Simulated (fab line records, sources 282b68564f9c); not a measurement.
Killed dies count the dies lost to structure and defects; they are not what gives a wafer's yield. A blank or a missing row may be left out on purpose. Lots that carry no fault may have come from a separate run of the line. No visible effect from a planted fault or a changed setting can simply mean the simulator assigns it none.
8D (eight disciplines) problem report, filled in by code -- flow rit cmos -- the parts of the form that need people (team, actions taken, sign-off) are left out

1. WHAT WENT WRONG
Wafers without a fault read 147.7 nm, standard deviation 2.5; cd nm at RIT_GATE_CD_MEAS_16 reads a mean of 175.9 nm on 12 wafers belonging to 4 lots. That puts it +11 standard deviations away from the usual mean.
The step: target cd 150 nm.
Earliest sighting: wafer L691.2 on cd sem-02 at day 3 15:42. Wafers with a number at this step in the record: 48, from 16 lots. By rule, "out" or "out of limits" means more than 4 standard deviations away from the usual mean. Any other wafer with a number is counted as sound.

2. WHAT THIS IS AND IS NOT
question,is,is not
which readings at this step,cd nm,-
which lots,"L691, L692, L693, L694","L686, L687, L688, L689, L690, L698, L701, L704, L706, L707, L708, L709"
which wafers of those lots,all that have a number,-
read on which gauges,"cd sem-01, cd sem-02",-
when,from day 3 15:42,"up to then (15 sound wafers); but 21 sound wafers of L698, L701, L704, L706, L707, L708, L709 came after"

3. WHAT RULES OUT EACH SUSPECT
Counting: a tool at a process step up to the reading stays a suspect if it ran every lot that is out and no sound lot after the first of them.
- ruled out: the gauge at RIT_GATE_CD_MEAS_16. The wafers that are out were read on 2 gauges (cd sem-01, cd sem-02).
- iline stepper-01 at RIT_GATE_EXPOSE_13 (exposes mask M6, target cd 150 nm): kept. It processed each lot that is out, first L691 at day 3 15:12, and no sound lot thereafter; up to then, the last sound lot it processed was L690 at day 3 10:12. On those wafers its own readings are out: exposure dose mJ cm2.
Remaining after the count: iline stepper-01 at RIT_GATE_EXPOSE_13.

4. THE CAUSE (what the simulator had put in)
Process parameter drift: iline stepper-01, from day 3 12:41 on, at RIT_GATE_EXPOSE_13. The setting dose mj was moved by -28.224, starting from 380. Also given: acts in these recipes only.
Only this tool survived the counting.

5. THE EFFECT CHAIN, in route order
One row per reading whose mean, taken over the struck wafers that have a number, lies over 3 standard deviations from the usual. Scope: only readings with a usual standard deviation given in the record; hours: median across lots of the time from each lot's start at the first step in this table that gives one to its start at this step; sigmas: change in usual standard deviations.
hours,step,reading,usual,on struck wafers,change,sigmas
0,RIT_GATE_EXPOSE_13,exposure dose mJ cm2,379.0,359.7,-19.3,-14
0,RIT_GATE_CD_MEAS_16,cd nm,147.7 nm,175.9,+28.2,+11
The process steps in it:
- RIT_GATE_EXPOSE_13: exposes mask M6, target cd 150 nm.

6. WHAT WOULD HAVE CAUGHT IT SOONER
Counted from the fault's start at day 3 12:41, it took 3 hours until the first out-of-limits reading at a measuring or inspecting step in this record, taken at day 3 15:42.
The tool's own readings at RIT_GATE_EXPOSE_13 were out on every struck wafer that the step has a row for (exposure dose mJ cm2): an alarm limit on them would have fired on the first of those.
L692, L693, L694, from the lots that are out (4), started RIT_GATE_EXPOSE_13 on iline stepper-01 later than day 3 15:42. A hold on the tool at that time would have spared those 3.
